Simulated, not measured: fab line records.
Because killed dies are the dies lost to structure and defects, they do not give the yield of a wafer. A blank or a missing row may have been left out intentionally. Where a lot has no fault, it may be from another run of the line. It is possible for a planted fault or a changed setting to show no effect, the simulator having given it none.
Shared-tool check / flow berkeley-cmos170 / 14 lots and 48 wafers in the sample

REASON IT WAS OPENED
At UCB170_SDANNEAL_RS_MEAS_03 the reading NSD_RS is flagged on 2 of 14 lots. Fault-free wafers read 37.23 ohm/sq, with a standard deviation of 0.092.
Rule: a lot is flagged when every wafer of it that has a number lies more than 4 standard deviations from that mean, or none has a number. The rest of the lots are taken to be sound.

lot=L979; measured=day 7 21:20; on=film-metro-01; NSD_RS (ohm/sq), wafer by wafer=37.37 37.48 37.45; flag=
lot=L983; measured=day 8 12:07; on=film-metro-03; NSD_RS (ohm/sq), wafer by wafer=37.27 37.17 37.22; flag=
lot=L981; measured=day 8 12:35; on=film-metro-04; NSD_RS (ohm/sq), wafer by wafer=37.11 37.15 37.24; flag=
lot=L982; measured=day 8 12:46; on=film-metro-03; NSD_RS (ohm/sq), wafer by wafer=37.21 37.07 37.13; flag=
lot=L984; measured=day 9 05:41; on=film-metro-04; NSD_RS (ohm/sq), wafer by wafer=37.84 37.86 37.99 37.85 37.83 37.92; flag=FLAGGED
lot=L989; measured=day 9 22:30; on=film-metro-01; NSD_RS (ohm/sq), wafer by wafer=37.88 37.87 37.76 37.87 37.96 37.83; flag=FLAGGED
lot=L990; measured=day 9 22:44; on=film-metro-03; NSD_RS (ohm/sq), wafer by wafer=37.13 37.26 37.06; flag=
lot=L993; measured=day 10 23:34; on=film-metro-01; NSD_RS (ohm/sq), wafer by wafer=37.30 37.24 37.31; flag=
lot=L995; measured=day 11 13:53; on=film-metro-01; NSD_RS (ohm/sq), wafer by wafer=37.33 37.29 37.16; flag=
lot=L998; measured=day 12 04:34; on=film-metro-03; NSD_RS (ohm/sq), wafer by wafer=37.21 37.10 37.20; flag=
lot=L999; measured=day 12 04:49; on=film-metro-01; NSD_RS (ohm/sq), wafer by wafer=37.23 37.08 37.25; flag=
lot=L997; measured=day 12 04:55; on=film-metro-04; NSD_RS (ohm/sq), wafer by wafer=37.13 37.05 37.16; flag=
lot=L101; measured=day 12 07:11; on=film-metro-01; NSD_RS (ohm/sq), wafer by wafer=37.28 37.27 37.23; flag=
lot=L102; measured=day 12 08:10; on=film-metro-01; NSD_RS (ohm/sq), wafer by wafer=37.18 37.25 37.20; flag=
The mean of the flagged lots' numbers is 37.87 ohm/sq, +0.64 ohm/sq from the usual (+7 standard deviations).

EACH LOT AND THE TOOL IT RAN ON
Before the reading, the record contains 4 process steps out of a 331-step route. Cell contents, in order: the tool; ch with the chambers the sampled wafers went through; the start.
lot=L979; flag=; UCB170_ZERO_STRIP_07=plasma-asher-04 ch 0,1, day 2 01:37; UCB170_NSD_IMPLANT_08=implanter-02 ch 0, day 7 18:42; UCB170_NSD_STRIP_09=plasma-asher-01 ch 0,1, day 7 18:51; UCB170_BACKSIDE_STRIP_03=plasma-asher-03 ch 0,1, day 7 20:47
lot=L983; flag=; UCB170_ZERO_STRIP_07=plasma-asher-04 ch 0,1, day 2 19:28; UCB170_NSD_IMPLANT_08=implanter-03 ch 0, day 8 10:34; UCB170_NSD_STRIP_09=plasma-asher-01 ch 0,1, day 8 10:43; UCB170_BACKSIDE_STRIP_03=plasma-asher-03 ch 0,1, day 8 11:35
lot=L981; flag=; UCB170_ZERO_STRIP_07=plasma-asher-04 ch 0,1, day 2 10:59; UCB170_NSD_IMPLANT_08=implanter-02 ch 0, day 8 11:07; UCB170_NSD_STRIP_09=plasma-asher-02 ch 0,1, day 8 11:16; UCB170_BACKSIDE_STRIP_03=plasma-asher-03 ch 0,1, day 8 12:02
lot=L982; flag=; UCB170_ZERO_STRIP_07=plasma-asher-01 ch 0, day 2 11:14; UCB170_NSD_IMPLANT_08=implanter-03 ch 0, day 8 11:19; UCB170_NSD_STRIP_09=plasma-asher-01 ch 0,1, day 8 11:26; UCB170_BACKSIDE_STRIP_03=plasma-asher-01 ch 0,1, day 8 12:13
lot=L984; flag=FLAGGED; UCB170_ZERO_STRIP_07=plasma-asher-03 ch 0,1, day 3 02:32; UCB170_NSD_IMPLANT_08=implanter-02 ch 0, day 9 01:59; UCB170_NSD_STRIP_09=plasma-asher-04 ch 0,1, day 9 02:08; UCB170_BACKSIDE_STRIP_03=plasma-asher-03 ch 0,1, day 9 05:10
lot=L989; flag=FLAGGED; UCB170_ZERO_STRIP_07=plasma-asher-04 ch 0,1, day 3 23:37; UCB170_NSD_IMPLANT_08=implanter-02 ch 0, day 9 20:53; UCB170_NSD_STRIP_09=plasma-asher-02 ch 1, day 9 21:02; UCB170_BACKSIDE_STRIP_03=plasma-asher-04 ch 1, day 9 21:50
lot=L990; flag=; UCB170_ZERO_STRIP_07=plasma-asher-04 ch 0,1, day 4 05:01; UCB170_NSD_IMPLANT_08=implanter-04 ch 0, day 9 21:05; UCB170_NSD_STRIP_09=plasma-asher-01 ch 0,1, day 9 21:14; UCB170_BACKSIDE_STRIP_03=plasma-asher-01 ch 0,1, day 9 22:11
lot=L993; flag=; UCB170_ZERO_STRIP_07=plasma-asher-03 ch 0,1, day 4 19:04; UCB170_NSD_IMPLANT_08=implanter-04 ch 0, day 10 22:07; UCB170_NSD_STRIP_09=plasma-asher-02 ch 0,1, day 10 22:16; UCB170_BACKSIDE_STRIP_03=plasma-asher-03 ch 0,1, day 10 23:03
lot=L995; flag=; UCB170_ZERO_STRIP_07=plasma-asher-04 ch 0,1, day 5 05:46; UCB170_NSD_IMPLANT_08=implanter-03 ch 0, day 11 12:10; UCB170_NSD_STRIP_09=plasma-asher-04 ch 0,1, day 11 12:17; UCB170_BACKSIDE_STRIP_03=plasma-asher-03 ch 0,1, day 11 13:19
lot=L998; flag=; UCB170_ZERO_STRIP_07=plasma-asher-01 ch 0,1, day 5 18:43; UCB170_NSD_IMPLANT_08=implanter-02 ch 0, day 12 00:22; UCB170_NSD_STRIP_09=plasma-asher-04 ch 0,1, day 12 00:31; UCB170_BACKSIDE_STRIP_03=plasma-asher-01 ch 0,1, day 12 03:54
lot=L999; flag=; UCB170_ZERO_STRIP_07=plasma-asher-04 ch 0,1, day 6 03:25; UCB170_NSD_IMPLANT_08=implanter-04 ch 0, day 12 01:15; UCB170_NSD_STRIP_09=plasma-asher-02 ch 0,1, day 12 01:23; UCB170_BACKSIDE_STRIP_03=plasma-asher-03 ch 0,1, day 12 04:17
lot=L997; flag=; UCB170_ZERO_STRIP_07=plasma-asher-04 ch 0,1, day 5 18:38; UCB170_NSD_IMPLANT_08=implanter-02 ch 0, day 12 01:05; UCB170_NSD_STRIP_09=plasma-asher-01 ch 0,1, day 12 01:13; UCB170_BACKSIDE_STRIP_03=plasma-asher-04 ch 0,1, day 12 04:15
lot=L101; flag=; UCB170_ZERO_STRIP_07=plasma-asher-03 ch 0,1, day 6 13:50; UCB170_NSD_IMPLANT_08=implanter-02 ch 0, day 12 05:33; UCB170_NSD_STRIP_09=plasma-asher-02 ch 0,1, day 12 05:40; UCB170_BACKSIDE_STRIP_03=plasma-asher-04 ch 0, day 12 06:28
lot=L102; flag=; UCB170_ZERO_STRIP_07=plasma-asher-03 ch 0,1, day 6 18:47; UCB170_NSD_IMPLANT_08=implanter-03 ch 0, day 12 06:40; UCB170_NSD_STRIP_09=plasma-asher-02 ch 0,1, day 12 06:49; UCB170_BACKSIDE_STRIP_03=plasma-asher-03 ch 0,1, day 12 07:37
What these steps do:
- UCB170_ZERO_STRIP_07: strips in O2.
- UCB170_NSD_IMPLANT_08
- UCB170_NSD_STRIP_09: strips in O2.
- UCB170_BACKSIDE_STRIP_03: strips in O2.
- UCB170_SDANNEAL_RS_MEAS_03: measures by four-point-probe.

FLAGGED OVER TOTAL, TOOL BY TOOL (the gauges that took the reading come last)
step=UCB170_ZERO_STRIP_07; tool=plasma-asher-01; lots run=2; flagged=0; share of the flagged lots=none; sound lots run after its first flagged lot=-
step=UCB170_ZERO_STRIP_07; tool=plasma-asher-03; lots run=4; flagged=1; share of the flagged lots=some; sound lots run after its first flagged lot=3 (L993,L101,L102)
step=UCB170_ZERO_STRIP_07; tool=plasma-asher-04; lots run=8; flagged=1; share of the flagged lots=some; sound lots run after its first flagged lot=4 (L990,L995,L997,L999)
step=UCB170_NSD_IMPLANT_08; tool=implanter-02; lots run=7; flagged=2; share of the flagged lots=all; sound lots run after its first flagged lot=3 (L998,L997,L101)
step=UCB170_NSD_IMPLANT_08; tool=implanter-03; lots run=4; flagged=0; share of the flagged lots=none; sound lots run after its first flagged lot=-
step=UCB170_NSD_IMPLANT_08; tool=implanter-04; lots run=3; flagged=0; share of the flagged lots=none; sound lots run after its first flagged lot=-
step=UCB170_NSD_STRIP_09; tool=plasma-asher-01; lots run=5; flagged=0; share of the flagged lots=none; sound lots run after its first flagged lot=-
step=UCB170_NSD_STRIP_09; tool=plasma-asher-02; lots run=6; flagged=1; share of the flagged lots=some; sound lots run after its first flagged lot=4 (L993,L999,L101,L102)
step=UCB170_NSD_STRIP_09; tool=plasma-asher-04; lots run=3; flagged=1; share of the flagged lots=some; sound lots run after its first flagged lot=2 (L995,L998)
step=UCB170_BACKSIDE_STRIP_03; tool=plasma-asher-01; lots run=3; flagged=0; share of the flagged lots=none; sound lots run after its first flagged lot=-
step=UCB170_BACKSIDE_STRIP_03; tool=plasma-asher-03; lots run=8; flagged=1; share of the flagged lots=some; sound lots run after its first flagged lot=4 (L993,L995,L999,L102)
step=UCB170_BACKSIDE_STRIP_03; tool=plasma-asher-04; lots run=3; flagged=1; share of the flagged lots=some; sound lots run after its first flagged lot=2 (L997,L101)
step=UCB170_SDANNEAL_RS_MEAS_03; tool=film-metro-01; lots run=7; flagged=1; share of the flagged lots=some; sound lots run after its first flagged lot=5 (L993,L995,L999,L101,L102)
step=UCB170_SDANNEAL_RS_MEAS_03; tool=film-metro-03; lots run=4; flagged=0; share of the flagged lots=none; sound lots run after its first flagged lot=-
step=UCB170_SDANNEAL_RS_MEAS_03; tool=film-metro-04; lots run=3; flagged=1; share of the flagged lots=some; sound lots run after its first flagged lot=1 (L997)

WHAT THE TABLE PERMITS
1 row of the table ran every flagged lot: implanter-02 at UCB170_NSD_IMPLANT_08.
- implanter-02 at UCB170_NSD_IMPLANT_08: 2 of its 7 lots flagged. Sound lots ran on it after the first flagged one (L998, L997, L101), which a lasting fault on the whole tool wouldn't allow. Its own readings (beam-energy-keV) fall more than 4 standard deviations out on all wafers of the flagged lots.
Not one row of the table ran every flagged lot while running no sound lot after the first.

WHAT HAD BEEN PUT IN BY THE SIMULATOR
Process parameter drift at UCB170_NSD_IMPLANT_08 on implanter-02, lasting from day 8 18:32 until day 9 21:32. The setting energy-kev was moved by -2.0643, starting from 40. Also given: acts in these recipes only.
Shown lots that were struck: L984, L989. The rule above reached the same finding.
